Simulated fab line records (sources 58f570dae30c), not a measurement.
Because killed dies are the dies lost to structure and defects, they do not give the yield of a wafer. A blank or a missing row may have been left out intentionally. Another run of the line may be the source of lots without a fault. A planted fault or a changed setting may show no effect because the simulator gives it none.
A struck lot beside a sound one	flow berkeley-cmos170	16 out of 331 route steps
Sound: these wafers, L374.1, L374.4, L374.6. Struck: wafer L382.4 (L382.2, L382.6, from the same lot, were not struck and are left out); the cause is given at the end.
Each step with rows lists, per side, the tool, then ch with its chambers, then its first start. Under that, the readings that differ: sound wafers	struck wafers	difference of the means	sigmas: that difference in standard deviations of wafers without a fault.
alike: readings with means less than 2 such deviations apart, plus words and numbers identical on both sides. not compared: withheld readings, readings lacking a value on some wafer, bounds such as >300 that could conceal the same value, and numbers that have no deviation in the record and whose values overlap.
The two part at a step that has a row with sigmas, a row that says differs or no value, or rows on one side only. Numbers that have no deviation but don't overlap get no sigmas and don't part them. Lack of a reading on every wafer of one side parts them only where that side has two or more wafers.

first, 1 step without rows for these wafers: UCB170_M3_SOFTBAKE_06 (time 60 s).
UCB170_M3_STRIP_07: strips in O2.
  sound on plasma-asher-02 ch 0,1, day 8 17:51; struck on plasma-asher-03 ch 0, day 10 00:19
  alike: drypump-motor-current-A, oes-product-au, strip-time-to-endpoint-s
  not compared: rf-hours-counter-h
then, 7 steps without rows for these wafers: UCB170_M3_STRIP_08 (strips KrF in DMSO, time 600 s); UCB170_M3_COAT_09; UCB170_M3_COAT_10 (resist thk 900 nm); UCB170_M3_SOFTBAKE_11 (time 60 s); UCB170_M3_EXPOSE_12 (exposes mask METAL3, target cd 700 nm); UCB170_M3_PEB_13; UCB170_M3_DEVELOP_14 (develop time 45 s).
UCB170_M3_CD_MEAS_15: the cd target is 700 nm.
  sound: cd-sem-01 at day 8 18:58; struck: cd-sem-01 at day 10 01:31
  alike: cd-nm
UCB170_M3_OVL_MEAS_16:
  sound: overlay-02 at day 8 19:05; struck: overlay-02 at day 10 01:37
  alike: M3_OVL
UCB170_M3_ETCH_17: etches BARC in N2/H2.
  sound on rie-diel-01 ch 1,3, day 8 19:07; struck on rie-diel-03 ch 3, day 10 01:39
  alike: chamber-pressure-mTorr, drypump-motor-current-A, n2-flow-sccm, oes-product-au, throttle-valve-pct
UCB170_M3_METAL_ETCH_18: etches Al in Cl2/BCl3, stops on SiO2, target depth 1170 nm, time 195 s.
  sound on rie-metal-04 ch 1, day 8 19:10; struck on rie-metal-01 ch 0, day 10 01:41
reading	sound	struck	difference	sigmas
chamber-pressure-mTorr (mTorr)	12.000 11.991 11.987	18.009	+6.016	+99 or more
oes-product-au (a.u.)	0.851 0.855 0.851	0.830	-0.022	-2
model.KrF_of_M3_COAT_10.thk-nm (nm)	236.7 231.5 226	181.3	-50.1	
  alike: drypump-motor-current-A, throttle-valve-pct
  not compared: rf-hours-counter-h
UCB170_M3_STRIP_19: strips in O2.
  sound on plasma-asher-04 ch 0, day 8 19:32; struck on plasma-asher-02 ch 0, day 10 01:53
reading	sound	struck	difference	sigmas
drypump-motor-current-A (A)	6.4 6.3 6.4	5.2	-1.2	-2
oes-product-au (a.u.)	0.568 0.562 0.560	0.513	-0.050	-6
  not compared: rf-hours-counter-h
UCB170_M3_CD_MEAS_90: the cd target is 700 nm.
  sound: cd-sem-02 at day 8 19:43; struck: cd-sem-02 at day 10 02:00
  alike: cd-nm
UCB170_M3_PROBE_99:
  sound wafers here have rows in the record (prober-01, day 8 19:59); struck ones have none

WHERE THEY PART
Earliest at UCB170_M3_METAL_ETCH_18; latest, in this record, at UCB170_M3_PROBE_99.

WHY: what the simulator had put in
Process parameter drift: rie-metal-01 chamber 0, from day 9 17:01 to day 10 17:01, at UCB170_M3_METAL_ETCH_18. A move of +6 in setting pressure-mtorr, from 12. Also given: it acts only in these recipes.
